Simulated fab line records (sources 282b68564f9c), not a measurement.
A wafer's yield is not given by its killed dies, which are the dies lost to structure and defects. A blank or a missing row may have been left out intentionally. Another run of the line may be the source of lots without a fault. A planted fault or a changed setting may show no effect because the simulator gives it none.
fab line records	flow rit_cmos
[record] lots = 5	wafers = 15	last_day = 6
route steps=202 shown PRETRO@71 GATE@75 FOX2@80
lots that met no fault: from a run of the same line without faults
start_h: hours from the record's first day to the start of the lot's first wafer shown	wait_h: hours from the lot's prior step to this one	" as in the row above	L1.1+2: one row covering several wafers at once	- no value, or no start was given	* or withheld: withheld	< > ~ a bound
route shown NAME@n: NAME is a module with steps in the file, n the number in the route of the first one	usual: mean and standard deviation over wafers with no fault	same: alike in all rows	chamber/n: place in a boat	sites: each site's reading	_std_site: their standard deviation	_edge_site: outer sites' mean less inner sites'	radius_mm: for every site, how far away it sits from the centre of the wafer	mask NAME#n: copy n	behind: the most recent tool/chamber to have shaped the wafer	hold: the reason the lot was held/the length of the hold in hours/how it ended	device: the n, p or np transistor that did not switch	end of line: the tests these same wafers got at the end of their route	a step with no rows: only its recipe	killed: dies lost to structure and defects at the first sort, not the wafer's yield	map: shows each die of a wafer: x if killed, . if not, _ if none is there
set.NAME: the run value of the setting; set.NAME@STEP: its run value at that earlier step	model.NAME: the simulator's own value behind a step, which no gauge read
lots seen at some steps along the route; tables by step, rows by wafer
services: the hour from which a tool's chamber was out of use, counted from the record's first day as start_h (under 0 if before that day), plus the number of hours and why
[[steps]]
[step RIT_PRETRO_HARDBAKE_07]
[recipe] resist = NOVOLAK	temp_c = 140	time_s = 120
[usual] exhaust_pa = 45.0/0.8
lot.wafer	tool	chamber	start_h	wait_h	exhaust_pa
L077.1	litho_track-04	0	51.37	0.0	45.6
L077.2	"	0	"	"	44.3
L077.5	"	0	"	"	45.2
L080.2	litho_track-01	0	69.37	0.1	44.0
L080.4	"	0	"	"	45.0
L080.5	"	0	"	"	46.0
L081.4	litho_track-04	0	74.58	0.1	44.3
L081.5	"	0	"	"	46.1
L081.6	"	0	"	"	44.8
L087.1	litho_track-01	0	97.76	0.0	44.1
L087.2	"	0	"	"	45.3
L087.3	"	0	"	"	45.1
L088.3	litho_track-04	0	106.73	0.1	44.4
L088.4	"	0	"	"	44.5
L088.6	"	0	"	"	45.7
[step RIT_PRETRO_IMPLANT_08]
[recipe] species = B	energy_kev = 45	dose_cm2 = 1.2e+13	tilt_deg = 7
[usual] tilt_deg = 6.996/0.021
[same] implant_ion_amu = 11
lot.wafer	tool	chamber	start_h	wait_h	tilt_deg
L077.1	implanter-04	0	51.62	0.2	6.985
L077.2	"	0	"	"	6.989
L077.5	"	0	"	"	6.986
L080.2	implanter-02	0	69.60	0.2	7.005
L080.4	"	0	"	"	7.007
L080.5	"	0	"	"	7.020
L081.4	implanter-01	0	74.78	0.2	6.996
L081.5	"	0	"	"	7.020
L081.6	"	0	"	"	6.971
L087.1	implanter-02	0	98.01	0.2	6.969
L087.2	"	0	"	"	6.953
L087.3	"	0	"	"	6.982
L088.3	implanter-02	0	106.95	0.2	6.996
L088.4	"	0	"	"	6.987
L088.6	"	0	"	"	6.978
[step RIT_PRETRO_STRIP_09]
[recipe] chemistry = O2	time_s = 180	resist = NOVOLAK	platen_temp_c = withheld	power_w = 500	pressure_mtorr = 4000	o2_flow_sccm = 4000
[usual] drypump_motor_current_A = 5.95/0.2	o2_flow_sccm = 4000/11
lot.wafer	tool	chamber	start_h	wait_h	drypump_motor_current_A	o2_flow_sccm	rf_hours_counter_h
L077.1	plasma_asher-04	1	51.77	0.1	6.20	4007	24
L077.2	"	0	"	"	6.19	4004	24
L077.5	"	0	"	"	6.19	4008	-
L080.2	plasma_asher-01	1	69.72	0.1	5.76	3987	42
L080.4	"	0	"	"	5.83	3986	-
L080.5	"	0	"	"	5.81	4020	-
L081.4	plasma_asher-01	0	74.91	0.1	5.80	4005	-
L081.5	"	1	"	"	5.78	4020	-
L081.6	"	0	"	"	5.81	3994	-
L087.1	plasma_asher-01	1	98.16	0.1	5.77	4017	45
L087.2	"	0	"	"	5.81	3996	45
L087.3	"	0	"	"	5.78	3987	-
L088.3	plasma_asher-04	0	107.11	0.1	6.19	3994	-
L088.4	"	1	"	"	6.17	3998	-
L088.6	"	0	"	"	6.19	3995	-
[step RIT_PRETRO_TW_MEAS_10]
[usual] PRETRO_TW = 475/4.4
lot.wafer	tool	chamber	start_h	wait_h	PRETRO_TW
L077.1	film_metro-02	-	51.95	0.1	474
L077.2	"	-	"	"	474
L077.5	"	-	"	"	470
L080.2	film_metro-03	-	69.91	0.1	470
L080.4	"	-	"	"	470
L080.5	"	-	"	"	472
L081.4	film_metro-01	-	75.06	0.1	479
L081.5	"	-	"	"	477
L081.6	"	-	"	"	478
L087.1	film_metro-01	-	98.33	0.1	478
L087.2	"	-	"	"	478
L087.3	"	-	"	"	479
L088.3	film_metro-03	-	107.24	0.1	471
L088.4	"	-	"	"	470
L088.6	"	-	"	"	471
[step RIT_GATE_WET_ETCH_00]
[recipe] chemistry = BOE	target = SiO2	target_depth_nm = 56	time_s = 60	dry = n2_spin	dilution = 10:1	temp_c = 21.5
lot.wafer	tool	chamber	start_h	wait_h
L077.1+2+5	wet_bench-04	1	52.01	0.1
L080.2+4+5	wet_bench-02	3	69.96	0.0
L081.4+5+6	wet_bench-02	3	75.09	0.0
L087.1+2+3	wet_bench-03	0	98.39	0.1
L088.3+4+6	wet_bench-02	2	107.28	0.0
[step RIT_GATE_CLEAN_01]
[recipe] chemistry = SC1	mix = 3:3:50	time_s = 600	temp_c = 75
lot.wafer	tool	chamber	start_h	wait_h
L077.1+2+5	wet_bench-02	1	52.03	0.0
L080.2+4+5	wet_bench-04	2	70.01	0.0
L081.4+5+6	wet_bench-04	3	75.14	0.0
L087.1+2+3	wet_bench-02	0	98.42	0.0
L088.3+4+6	wet_bench-04	0	107.31	0.0
[step RIT_GATE_CLEAN_02]
[recipe] chemistry = dHF	dilution = 50:1	time_s = 30
lot.wafer	tool	chamber	start_h	wait_h
L077.1+2+5	wet_bench-03	0	52.38	0.0
L080.2+4+5	wet_bench-03	2	70.18	0.0
L081.4+5+6	wet_bench-03	1	75.31	0.0
L087.1+2+3	wet_bench-03	3	98.59	0.0
L088.3+4+6	wet_bench-02	3	107.48	0.0
[step RIT_GATE_CLEAN_03]
[recipe] chemistry = SC2	mix = 3:3:50	time_s = 600	temp_c = 75	dry = n2_spin
lot.wafer	tool	chamber	start_h	wait_h
L077.1+2+5	wet_bench-04	1	52.40	0.0
L080.2+4+5	wet_bench-02	0	70.20	0.0
L081.4+5+6	wet_bench-02	0	75.33	0.0
L087.1+2+3	wet_bench-04	0	98.61	0.0
L088.3+4+6	wet_bench-03	3	107.50	0.0
[step RIT_GATE_CLEAN_04]
[recipe] chemistry = dHF	dilution = 50:1	time_s = 60	dry = n2_spin
lot.wafer	tool	chamber	start_h	wait_h
L077.1+2+5	wet_bench-02	0	52.57	0.0
L080.2+4+5	wet_bench-04	1	70.55	0.0
L081.4+5+6	wet_bench-04	2	75.68	0.0
L087.1+2+3	wet_bench-02	3	98.78	0.0
L088.3+4+6	wet_bench-04	2	107.69	0.0
[step RIT_FOX2_THK_MEAS_91]
[recipe] reads = SiO2_of_FOX2_OXIDATION_00
[usual] FIELD_OXIDE_LEFT_2_THK = 258/6.7
lot.wafer	tool	chamber	start_h	wait_h	FIELD_OXIDE_LEFT_2_THK[nm]
L077.1	film_metro-02	-	52.62	0.0	265
L077.2	"	-	"	"	264
L077.5	"	-	"	"	264
L080.2	film_metro-04	-	70.59	0.0	250
L080.4	"	-	"	"	250
L080.5	"	-	"	"	254
L081.4	film_metro-04	-	75.73	0.0	274
L081.5	"	-	"	"	273
L081.6	"	-	"	"	271
L087.1	film_metro-01	-	98.81	0.0	259
L087.2	"	-	"	"	256
L087.3	"	-	"	"	257
L088.3	film_metro-04	-	107.74	0.0	259
L088.4	"	-	"	"	259
L088.6	"	-	"	"	259
[step RIT_GATE_OXIDATION_05]
[recipe] temp_c = 900	ambient = O2	target_thk_a = 30	ox_time_s = 270
[usual] tube_center_temp_C_max = 902.3/0.36	zone_power_centre_pct = 39/3
lot.wafer	tool	chamber	start_h	wait_h	tube_center_temp_C_max	zone_power_centre_pct
L077.1	furnace-01	0	54.72	2.1	902.6	37
L077.2	"	0	"	"	901.9	35
L077.5	"	0	"	"	902.4	36
L080.2	furnace-01	0	71.76	1.2	902.8	36
L080.4	"	0	"	"	902.7	36
L080.5	"	0	"	"	902.6	36
L081.4	furnace-03	0	76.88	1.1	902.7	44
L081.5	"	0	"	"	902.1	44
L081.6	"	0	"	"	902.3	43
L087.1	furnace-01	0	100.09	1.3	902.2	36
L087.2	"	0	"	"	901.9	36
L087.3	"	0	"	"	902.5	35
L088.3	furnace-04	0	109.45	1.7	902.3	39
L088.4	"	0	"	"	902.7	38
L088.6	"	0	"	"	901.9	38
[step RIT_GATE_ANNEAL_06]
[recipe] temp_c = 900	time_s = 600	ambient = N2O
[usual] tube_center_temp_C_max = 902.3/0.4	zone_power_centre_pct = 39/3.3
lot.wafer	tool	chamber	start_h	wait_h	tube_center_temp_C_max	zone_power_centre_pct
L077.1	furnace-01	0	58.42	2.6	902.6	36
L077.2	"	0	"	"	902.4	36
L077.5	"	0	"	"	902.0	35
L080.2	furnace-03	0	75.32	2.5	903.1	43
L080.4	"	0	"	"	901.8	44
L080.5	"	0	"	"	901.9	43
L081.4	furnace-03	0	79.27	1.3	901.9	43
L081.5	"	0	"	"	902.7	43
L081.6	"	0	"	"	901.8	44
L087.1	furnace-01	0	102.48	1.3	902.0	36
L087.2	"	0	"	"	902.1	36
L087.3	"	0	"	"	902.8	36
L088.3	furnace-01	0	111.68	1.2	902.9	36
L088.4	"	0	"	"	901.7	35
L088.6	"	0	"	"	902.4	36
[step RIT_GATE_THK_MEAS_07]
[recipe] reads = SiO2_of_GATE_OXIDATION_05
[usual] GATE_OXIDE_THK = 3.03/0.059
lot.wafer	tool	chamber	start_h	wait_h	GATE_OXIDE_THK[nm]
L077.1	film_metro-02	-	58.67	0.0	3.08
L077.2	"	-	"	"	2.97
L077.5	"	-	"	"	2.97
L080.2	film_metro-02	-	75.58	0.0	3.04
L080.4	"	-	"	"	3.03
L080.5	"	-	"	"	3.05
L081.4	film_metro-04	-	79.55	0.0	2.95
L081.5	"	-	"	"	2.92
L081.6	"	-	"	"	2.93
L087.1	film_metro-01	-	102.73	0.0	3.05
L087.2	"	-	"	"	2.96
L087.3	"	-	"	"	2.97
L088.3	film_metro-01	-	111.95	0.0	3.09
L088.4	"	-	"	"	3.09
L088.6	"	-	"	"	3.11
[step RIT_GATE_CVD_08]
[recipe] material = poly-Si	target_thk_nm = 250	temp_c = 610	precursor = SiH4	time_s = 2220	pressure_mtorr = 300	sih4_flow_sccm = 100
[usual] zone_power_centre_pct = 26.7/0.58
lot.wafer	tool	chamber	start_h	wait_h	zone_power_centre_pct
L077.1	lpcvd-02	0	58.73	0.1	27.2
L077.2	"	0	"	"	27.3
L077.5	"	0	"	"	26.9
L080.2	lpcvd-02	0	75.63	0.0	27.2
L080.4	"	0	"	"	27.3
L080.5	"	0	"	"	27.5
L081.4	lpcvd-01	0	79.58	0.0	26.3
L081.5	"	0	"	"	26.6
L081.6	"	0	"	"	26.4
L087.1	lpcvd-02	1	102.79	0.1	26.9
L087.2	"	1	"	"	27.1
L087.3	"	1	"	"	26.8
L088.3	lpcvd-01	0	111.99	0.0	26.3
L088.4	"	0	"	"	26.0
L088.6	"	0	"	"	26.2
[step RIT_GATE_THK_MEAS_09]
[recipe] reads = poly-Si_of_GATE_CVD_08
[usual] GATE_POLY_THK = 252.6/2.5
lot.wafer	tool	chamber	start_h	wait_h	GATE_POLY_THK[nm]
L077.1	film_metro-01	-	60.35	0.0	251.8
L077.2	"	-	"	"	253.4
L077.5	"	-	"	"	252.3
L080.2	film_metro-04	-	77.25	0.0	252.7
L080.4	"	-	"	"	253.3
L080.5	"	-	"	"	254.1
L081.4	film_metro-01	-	82.03	0.0	252.9
L081.5	"	-	"	"	253.5
L081.6	"	-	"	"	254.9
L087.1	film_metro-01	-	104.41	0.0	257.1
L087.2	"	-	"	"	258.1
L087.3	"	-	"	"	258.4
L088.3	film_metro-02	-	113.62	0.0	250.3
L088.4	"	-	"	"	251.5
L088.6	"	-	"	"	251.4
[step RIT_GATE_HMDS_10]
[recipe] prime_time_s = 60	prime_temp_c = 140
[usual] exhaust_pa = 45.1/0.75
lot.wafer	tool	chamber	start_h	wait_h	exhaust_pa
L077.1	litho_track-03	0	60.41	0.1	45.4
L077.2	"	0	"	"	44.0
L077.5	"	0	"	"	45.1
L080.2	litho_track-02	0	77.33	0.1	45.1
L080.4	"	0	"	"	45.5
L080.5	"	0	"	"	45.7
L081.4	litho_track-02	0	82.14	0.1	45.7
L081.5	"	0	"	"	46.2
L081.6	"	0	"	"	45.1
L087.1	litho_track-02	0	104.47	0.1	44.4
L087.2	"	0	"	"	45.8
L087.3	"	0	"	"	46.0
L088.3	litho_track-03	0	113.71	0.1	45.3
L088.4	"	0	"	"	46.6
L088.6	"	0	"	"	44.6
[step RIT_GATE_COAT_11]
[recipe] resist = NOVOLAK	spin_rpm = 4250	resist_thk_nm = 850
[usual] exhaust_pa = 45.0/0.9
lot.wafer	tool	chamber	start_h	wait_h	exhaust_pa
L077.1	litho_track-03	0	60.56	0.1	45.1
L077.2	"	0	"	"	44.8
L077.5	"	0	"	"	45.0
L080.2	litho_track-02	0	77.48	0.1	45.4
L080.4	"	0	"	"	45.4
L080.5	"	0	"	"	46.3
L081.4	litho_track-02	0	82.29	0.1	44.6
L081.5	"	0	"	"	45.3
L081.6	"	0	"	"	45.6
L087.1	litho_track-02	0	104.62	0.1	44.1
L087.2	"	0	"	"	43.1
L087.3	"	0	"	"	44.4
L088.3	litho_track-03	0	113.86	0.1	44.3
L088.4	"	0	"	"	44.8
L088.6	"	0	"	"	44.0
[step RIT_GATE_SOFTBAKE_12]
[recipe] resist = NOVOLAK	temp_c = 90	time_s = 60
[usual] exhaust_pa = 45.0/1
lot.wafer	tool	chamber	start_h	wait_h	exhaust_pa
L077.1	litho_track-03	0	60.71	0.1	44.4
L077.2	"	0	"	"	45.3
L077.5	"	0	"	"	44.6
L080.2	litho_track-02	0	77.63	0.1	44.7
L080.4	"	0	"	"	45.1
L080.5	"	0	"	"	44.9
L081.4	litho_track-02	0	82.44	0.1	47.1
L081.5	"	0	"	"	45.8
L081.6	"	0	"	"	44.1
L087.1	litho_track-02	0	104.77	0.1	45.1
L087.2	"	0	"	"	46.4
L087.3	"	0	"	"	46.2
L088.3	litho_track-03	0	114.01	0.1	43.5
L088.4	"	0	"	"	44.5
L088.6	"	0	"	"	45.1
[step RIT_GATE_EXPOSE_13]
[recipe] mask_id = M6	na = 0.6	source_shape = conventional	sigma_outer = 0.6	target_cd_nm = 150	dose_mj = 380
[usual] exposure_dose_mJ_cm2 = 379.9/0.4
[same] na = 0.6
lot.wafer	tool	chamber	start_h	wait_h	mask	exposure_dose_mJ_cm2
L077.1	iline_stepper-01	0	60.86	0.1	M6#0	379.5
L077.2	"	0	"	"	M6#0	379.6
L077.5	"	0	"	"	M6#0	379.1
L080.2	iline_stepper-02	0	77.77	0.1	M6#0	380.1
L080.4	"	0	"	"	M6#0	380.2
L080.5	"	0	"	"	M6#0	379.9
L081.4	iline_stepper-01	0	82.70	0.2	M6#0	380.0
L081.5	"	0	"	"	M6#0	380.1
L081.6	"	0	"	"	M6#0	380.0
L087.1	iline_stepper-02	0	104.92	0.1	M6#0	379.9
L087.2	"	0	"	"	M6#0	379.7
L087.3	"	0	"	"	M6#0	380.0
L088.3	iline_stepper-01	0	114.28	0.2	M6#0	380.0
L088.4	"	0	"	"	M6#0	379.5
L088.6	"	0	"	"	M6#0	380.2
[[services]]
tool	chamber	start_h	hours	kind
furnace-01	-	30.36	3.7	pm
iline_stepper-02	-	39.05	1.7	pm
furnace-04	-	42.17	16.0	pm
iline_stepper-02	0	44.72	-	calibration
implanter-02	-	74.22	1.7	repair
plasma_asher-04	-	105.75	0.9	repair
[[key]]
fault none
